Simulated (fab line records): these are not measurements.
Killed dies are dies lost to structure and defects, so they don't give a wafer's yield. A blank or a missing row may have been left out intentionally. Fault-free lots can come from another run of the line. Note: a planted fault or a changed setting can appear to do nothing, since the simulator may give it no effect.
fab line records + flow berkeleyCmos170
[record]
- lots = 14
- wafers = 42
- lastDay = 13
route steps=331 shown NLDD@160
lots untouched by any fault: they come from a run of this same line in which no faults occurred
startH: the number of hours between the record's first day and the start of the first shown wafer of the lot + waitH: time in hours since the lot's previous step + " the same as in the row above + L1.1+2: one row covering several wafers at once + - no value, or no start given + * or withheld: withheld + < > ~ a bound
route shown NAME@n: names a module that has steps shown in the file, with the first one's number in the route + usual: average and standard deviation across the fault-free wafers + same: alike in all rows + chamber/n: place in a boat + sites: readings site by site + _std_site: the standard deviation of these + _edge_site: inner sites' mean taken away from outer sites' mean + radiusMm: how far each site lies from the wafer's centre + mask NAME#n: copy n + behind: tool/chamber where the wafer was last shaped + hold: what put the lot on hold/how long, in hours/how the hold closed + device: which transistor (n, p or np) failed to switch + end of line: tests of these same wafers at the route's end + where a step has no rows: the recipe by itself + killed: dies lost to structure and defects at the first sort, not the wafer's yield + map: dies across one wafer; x = killed, . = not, _ = none there
set.NAME: setting as actually run; set.NAME@STEP: the setting as run at that earlier step + model.NAME: the simulator's own value behind a step, which no gauge read
one table for each step of the route and one row for each wafer, over a sample of lots
services: from which hour (startH, from the record's first day; less than 0 if before it) a tool's chamber was out of use, for how many hours, and why
[[steps]]
[step UCB170_NLDD_SOFTBAKE_02]
[recipe]
- resist = KrF
- tempC = 130
- timeS = 60
[usual]
- exhaustPa = 44.7/0.89
- heaterPowerTotalW = 56.80/0.045
- plateTempC = 130.00/0.12
- resistLineTempC = 23.02/0.13
| lot.wafer | tool          | chamber | startH | waitH | exhaustPa | heaterPowerTotalW | plateTempC | resistLineTempC |
|-----------|---------------|---------|--------|-------|-----------|-------------------|------------|-----------------|
| L244.1    | lithoTrack-04 | 0       | 121.77 | 0.1   | 46.0      | 56.78             | 130.09     | 22.93           |
| L244.2    | "             | 0       | "      | "     | 46.2      | 56.82             | 130.09     | 22.89           |
| L244.6    | "             | 0       | "      | "     | 46.4      | 56.78             | 130.06     | 23.04           |
| L245.1    | lithoTrack-01 | 0       | 122.84 | 0.1   | 43.2      | 56.69             | 130.04     | 23.06           |
| L245.2    | "             | 0       | "      | "     | 43.9      | 56.83             | 129.89     | 23.08           |
| L245.3    | "             | 0       | "      | "     | 44.1      | 56.70             | 130.04     | 22.97           |
| L246.1    | lithoTrack-04 | 0       | 134.20 | 0.1   | 45.9      | 56.76             | 130.13     | 22.87           |
| L246.3    | "             | 0       | "      | "     | 44.5      | 56.78             | 130.09     | 22.94           |
| L246.5    | "             | 0       | "      | "     | 44.1      | 56.80             | 130.06     | 22.89           |
| L248.3    | lithoTrack-04 | 0       | 146.52 | 0.1   | 43.8      | 56.85             | 129.90     | 23.20           |
| L248.4    | "             | 0       | "      | "     | 45.1      | 56.84             | 129.95     | 22.98           |
| L248.6    | "             | 0       | "      | "     | 45.6      | 56.83             | 129.79     | 23.08           |
| L247.1    | lithoTrack-01 | 0       | 146.98 | 0.1   | 44.0      | 56.80             | 130.08     | 22.95           |
| L247.2    | "             | 0       | "      | "     | 45.5      | 56.88             | 130.08     | 22.94           |
| L247.5    | "             | 0       | "      | "     | 45.4      | 56.84             | 130.02     | 23.02           |
| L250.2    | lithoTrack-04 | 0       | 170.96 | 0.1   | 44.3      | 56.81             | 130.09     | 23.15           |
| L250.5    | "             | 0       | "      | "     | 44.2      | 56.82             | 129.86     | 23.01           |
| L250.6    | "             | 0       | "      | "     | 43.3      | 56.73             | 129.95     | 22.98           |
| L252.1    | lithoTrack-01 | 0       | 171.73 | 0.1   | 44.8      | 51.36             | 120.04     | 23.12           |
| L252.3    | "             | 0       | "      | "     | 44.3      | 51.34             | 120.14     | 23.22           |
| L252.5    | "             | 0       | "      | "     | 45.0      | 51.34             | 120.24     | 23.08           |
| L254.4    | lithoTrack-01 | 0       | 175.74 | 0.1   | 44.9      | 51.37             | 120.33     | 23.14           |
| L254.5    | "             | 0       | "      | "     | 44.7      | 51.32             | 120.31     | 23.16           |
| L254.6    | "             | 0       | "      | "     | 44.0      | 51.36             | 120.34     | 23.12           |
| L253.3    | lithoTrack-03 | 0       | 175.82 | 0.1   | 45.4      | 56.84             | 130.24     | 23.14           |
| L253.4    | "             | 0       | "      | "     | 45.1      | 56.79             | 130.10     | 22.94           |
| L253.6    | "             | 0       | "      | "     | 45.5      | 56.78             | 129.91     | 23.06           |
| L259.1    | lithoTrack-03 | 0       | 197.22 | 0.1   | 45.6      | 56.78             | 130.02     | 23.09           |
| L259.2    | "             | 0       | "      | "     | 44.6      | 56.83             | 129.92     | 22.83           |
| L259.5    | "             | 0       | "      | "     | 45.1      | 56.78             | 129.91     | 23.03           |
| L262.3    | lithoTrack-04 | 0       | 220.78 | 0.1   | 46.3      | 56.81             | 130.04     | 23.15           |
| L262.5    | "             | 0       | "      | "     | 45.3      | 56.80             | 129.96     | 23.02           |
| L262.6    | "             | 0       | "      | "     | 43.3      | 56.76             | 129.98     | 23.09           |
| L263.2    | lithoTrack-03 | 0       | 229.81 | 0.1   | 44.3      | 56.82             | 129.83     | 22.85           |
| L263.4    | "             | 0       | "      | "     | 44.8      | 56.75             | 129.88     | 22.81           |
| L263.6    | "             | 0       | "      | "     | 45.6      | 56.80             | 130.12     | 22.91           |
| L265.1    | lithoTrack-04 | 0       | 235.54 | 0.1   | 44.4      | 56.76             | 129.97     | 23.01           |
| L265.5    | "             | 0       | "      | "     | 44.0      | 56.85             | 129.88     | 23.28           |
| L265.6    | "             | 0       | "      | "     | 45.2      | 56.86             | 130.02     | 23.08           |
| L267.3    | lithoTrack-01 | 0       | 256.34 | 0.1   | 44.4      | 56.86             | 130.13     | 22.88           |
| L267.4    | "             | 0       | "      | "     | 44.7      | 56.82             | 129.92     | 23.18           |
| L267.5    | "             | 0       | "      | "     | 45.2      | 56.72             | 130.03     | 22.93           |
[step UCB170_NLDD_CD_MEAS_06]
[recipe]
- targetCdNm = 1200
[usual]
- cdNm = 1199.8/1.2
| lot.wafer | tool     | chamber | startH | waitH | cdNm   |
|-----------|----------|---------|--------|-------|--------|
| L244.1    | cdSem-01 | -       | 122.61 | -     | 1198.7 |
| L244.2    | "        | -       | "      | "     | 1200.5 |
| L244.6    | "        | -       | "      | "     | 1200.8 |
| L245.1    | cdSem-01 | -       | 123.51 | -     | 1200.3 |
| L245.2    | "        | -       | "      | "     | 1199.0 |
| L245.3    | "        | -       | "      | "     | 1198.7 |
| L246.1    | cdSem-01 | -       | 134.74 | -     | 1202.1 |
| L246.3    | "        | -       | "      | "     | 1201.7 |
| L246.5    | "        | -       | "      | "     | 1201.4 |
| L248.3    | cdSem-02 | -       | 147.56 | -     | 1201.8 |
| L248.4    | "        | -       | "      | "     | 1202.3 |
| L248.6    | "        | -       | "      | "     | 1201.5 |
| L247.1    | cdSem-02 | -       | 147.90 | -     | 1200.1 |
| L247.2    | "        | -       | "      | "     | 1200.5 |
| L247.5    | "        | -       | "      | "     | 1199.9 |
| L250.2    | cdSem-02 | -       | 171.62 | -     | 1198.7 |
| L250.5    | "        | -       | "      | "     | 1198.3 |
| L250.6    | "        | -       | "      | "     | 1198.0 |
| L252.1    | cdSem-01 | -       | 172.39 | -     | 1181.0 |
| L252.3    | "        | -       | "      | "     | 1180.8 |
| L252.5    | "        | -       | "      | "     | 1180.8 |
| L253.3    | cdSem-01 | -       | 176.68 | -     | 1199.6 |
| L253.4    | "        | -       | "      | "     | 1199.0 |
| L253.6    | "        | -       | "      | "     | 1199.3 |
| L254.4    | cdSem-02 | -       | 176.70 | -     | 1181.5 |
| L254.5    | "        | -       | "      | "     | 1181.9 |
| L254.6    | "        | -       | "      | "     | 1183.4 |
| L259.1    | cdSem-01 | -       | 198.49 | -     | 1199.2 |
| L259.2    | "        | -       | "      | "     | 1199.0 |
| L259.5    | "        | -       | "      | "     | 1199.5 |
| L262.3    | cdSem-01 | -       | 221.52 | -     | 1197.4 |
| L262.5    | "        | -       | "      | "     | 1199.3 |
| L262.6    | "        | -       | "      | "     | 1197.0 |
| L263.2    | cdSem-01 | -       | 230.69 | -     | 1201.8 |
| L263.4    | "        | -       | "      | "     | 1202.3 |
| L263.6    | "        | -       | "      | "     | 1202.2 |
| L265.1    | cdSem-02 | -       | 236.22 | -     | 1199.4 |
| L265.5    | "        | -       | "      | "     | 1199.5 |
| L265.6    | "        | -       | "      | "     | 1200.1 |
| L267.3    | cdSem-02 | -       | 257.35 | -     | 1200.6 |
| L267.4    | "        | -       | "      | "     | 1199.9 |
| L267.5    | "        | -       | "      | "     | 1198.9 |
[step UCB170_NLDD_STRIP_10]
[recipe]
- chemistry = O2
- powerW = 400
- pressureMtorr = 3500
- platenTempC = withheld
- o2FlowSccm = 400
- overashFraction = 0.5
[usual]
- chamberPressureMTorr = 3500.1/2.9
- drypumpMotorCurrentA = 5.5/0.48
- oesProductAu = 0.734/0.0044
- stripTimeToEndpointS = 21.68/0.076
| lot.wafer | tool           | chamber | startH | waitH | chamberPressureMTorr | drypumpMotorCurrentA | oesProductAu | rfHoursCounterH | stripTimeToEndpointS |
|-----------|----------------|---------|--------|-------|----------------------|----------------------|--------------|-----------------|----------------------|
| L244.1    | plasmaAsher-03 | 1       | 123.06 | 0.1   | 3498.6               | 5.3                  | 0.734        | 0               | 21.57                |
| L244.2    | "              | 0       | "      | "     | 3501.1               | 5.2                  | 0.735        | 0               | 21.51                |
| L244.6    | "              | 0       | "      | "     | 3501.3               | 5.2                  | 0.730        | -               | 21.54                |
| L245.1    | plasmaAsher-02 | 0       | 123.97 | 0.1   | 3503.0               | 5.0                  | 0.730        | 40              | 21.73                |
| L245.2    | "              | 1       | "      | "     | 3502.3               | 5.7                  | 0.735        | 40              | 21.68                |
| L245.3    | "              | 1       | "      | "     | 3499.7               | 5.7                  | 0.738        | -               | 21.72                |
| L246.1    | plasmaAsher-02 | 0       | 135.20 | 0.1   | 3501.0               | 4.9                  | 0.738        | 41              | 21.73                |
| L246.3    | "              | 1       | "      | "     | 3493.9               | 5.7                  | 0.737        | -               | 21.67                |
| L246.5    | "              | 1       | "      | "     | 3500.8               | 5.7                  | 0.738        | -               | 21.64                |
| L248.3    | plasmaAsher-02 | 0       | 148.01 | 0.1   | 3508.3               | 4.9                  | 0.740        | -               | 21.59                |
| L248.4    | "              | 1       | "      | "     | 3497.7               | 5.7                  | 0.733        | -               | 21.59                |
| L248.6    | "              | 0       | "      | "     | 3503.3               | 4.9                  | 0.737        | -               | 21.64                |
| L247.1    | plasmaAsher-01 | 0       | 148.35 | 0.1   | 3498.6               | 6.1                  | 0.743        | 40              | 21.82                |
| L247.2    | "              | 1       | "      | "     | 3503.4               | 6.3                  | 0.739        | 40              | 21.74                |
| L247.5    | "              | 1       | "      | "     | 3502.6               | 6.3                  | 0.728        | -               | 21.75                |
| L250.2    | plasmaAsher-02 | 0       | 172.06 | 0.1   | 3498.4               | 4.9                  | 0.736        | 45              | 21.63                |
| L250.5    | "              | 0       | "      | "     | 3497.3               | 4.9                  | 0.732        | -               | 21.65                |
| L250.6    | "              | 1       | "      | "     | 3498.1               | 5.7                  | 0.739        | -               | 21.66                |
| L252.1    | plasmaAsher-03 | 0       | 172.85 | 0.1   | 3500.0               | 5.2                  | 0.741        | 5               | 21.97                |
| L252.3    | "              | 1       | "      | "     | 3501.7               | 5.2                  | 0.737        | -               | 21.93                |
| L252.5    | "              | 1       | "      | "     | 3501.1               | 5.3                  | 0.728        | -               | 22.05                |
| L254.4    | plasmaAsher-01 | 0       | 177.12 | 0.1   | 3502.4               | 6.1                  | 0.726        | -               | 22.12                |
| L254.5    | "              | 0       | "      | "     | 3494.9               | 6.1                  | 0.727        | -               | 22.08                |
| L254.6    | "              | 1       | "      | "     | 3501.9               | 6.4                  | 0.733        | -               | 22.13                |
| L253.3    | plasmaAsher-03 | 0       | 177.13 | 0.1   | 3503.2               | 5.2                  | 0.733        | -               | 21.66                |
| L253.4    | "              | 1       | "      | "     | 3498.9               | 5.3                  | 0.730        | -               | 21.58                |
| L253.6    | "              | 0       | "      | "     | 3498.7               | 5.2                  | 0.727        | -               | 21.59                |
| L259.1    | plasmaAsher-01 | 1       | 198.94 | 0.1   | 3500.8               | 6.4                  | 0.733        | 46              | 21.63                |
| L259.2    | "              | 0       | "      | "     | 3502.5               | 6.1                  | 0.731        | 46              | 21.65                |
| L259.5    | "              | 1       | "      | "     | 3499.7               | 6.4                  | 0.728        | -               | 21.65                |
| L262.3    | plasmaAsher-01 | 1       | 221.97 | 0.1   | 3498.8               | 6.3                  | 0.742        | -               | 21.67                |
| L262.5    | "              | 0       | "      | "     | 3504.1               | 6.1                  | 0.739        | -               | 21.73                |
| L262.6    | "              | 1       | "      | "     | 3500.0               | 6.3                  | 0.729        | -               | 21.70                |
| L263.2    | plasmaAsher-03 | 0       | 231.13 | 0.1   | 3502.9               | 5.2                  | 0.735        | 11              | 21.70                |
| L263.4    | "              | 1       | "      | "     | 3494.8               | 5.3                  | 0.729        | -               | 21.74                |
| L263.6    | "              | 0       | "      | "     | 3498.3               | 5.2                  | 0.735        | -               | 21.68                |
| L265.1    | plasmaAsher-02 | 0       | 236.67 | 0.1   | 3503.2               | 4.9                  | 0.739        | 52              | 21.63                |
| L265.5    | "              | 1       | "      | "     | 3495.3               | 5.7                  | 0.731        | -               | 21.59                |
| L265.6    | "              | 0       | "      | "     | 3498.2               | 4.9                  | 0.733        | -               | 21.62                |
| L267.3    | plasmaAsher-03 | 1       | 257.80 | 0.1   | 3502.5               | 5.3                  | 0.737        | -               | 21.68                |
| L267.4    | "              | 0       | "      | "     | 3497.2               | 5.2                  | 0.732        | -               | 21.57                |
| L267.5    | "              | 1       | "      | "     | 3497.3               | 5.3                  | 0.736        | -               | 21.63                |
[[services]]
| tool           | chamber | startH | hours | kind      |
|----------------|---------|--------|-------|-----------|
| plasmaAsher-03 | -       | 108.75 | 9.0   | pm        |
| plasmaAsher-03 | 0       | 108.75 | 9.0   | ventCycle |
| plasmaAsher-03 | 1       | 108.75 | 9.0   | ventCycle |
| plasmaAsher-03 | 0       | 117.75 | -     | clean     |
| plasmaAsher-03 | 1       | 117.75 | -     | clean     |
| plasmaAsher-03 | -       | 144.91 | 1.1   | repair    |
| plasmaAsher-03 | -       | 164.81 | 1.9   | repair    |
[[key]]
[firstSign]
- step = UCB170_NLDD_SOFTBAKE_02
- reading = heaterPowerTotalW
- direction = down
- sigmas = 99+
- usual = 56.80
- struck = 51.35
[effect]
- step = UCB170_NLDD_SOFTBAKE_02
- reading = plateTempC
- direction = down
- sigmas = 79
- usual = *
- struck = *
[effect]
- step = UCB170_NLDD_CD_MEAS_06
- reading = cdNm
- direction = down
- sigmas = 15
- usual = 1199.8
- struck = 1181.6
- through = controlLoop
[effect]
- step = UCB170_NLDD_STRIP_10
- reading = stripTimeToEndpointS
- direction = up
- sigmas = 4.9
- usual = *
- struck = *
- through = *
metAt UCB170_NLDD_SOFTBAKE_02
struckLots L252,L254
testerLeftOut L252,L254
[loopTrim]
- step = UCB170_NLDD_EXPOSE_03
- setting = dose
- lots = L254
onsetBetween 146.98 171.73
[fault]
- kind = processParameterDrift
- tool = lithoTrack-01
- chamber = -
- onsetH = 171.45
- steps = UCB170_NLDD_SOFTBAKE_02
- channel = tempC
- offset = *
- shape = step
- endH = 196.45
- actsIn = *
- stated = *
// testerLeftOut: of these lots the tester's yield and bins aren't shown, on N5 and GAA mostly nor the transistor test; their killed dies are dies lost to structure and defects alone, not to doping, threshold or leakage, so they don't give the yield
// loopTrim: a control loop set the setting to another value than it would have without faults
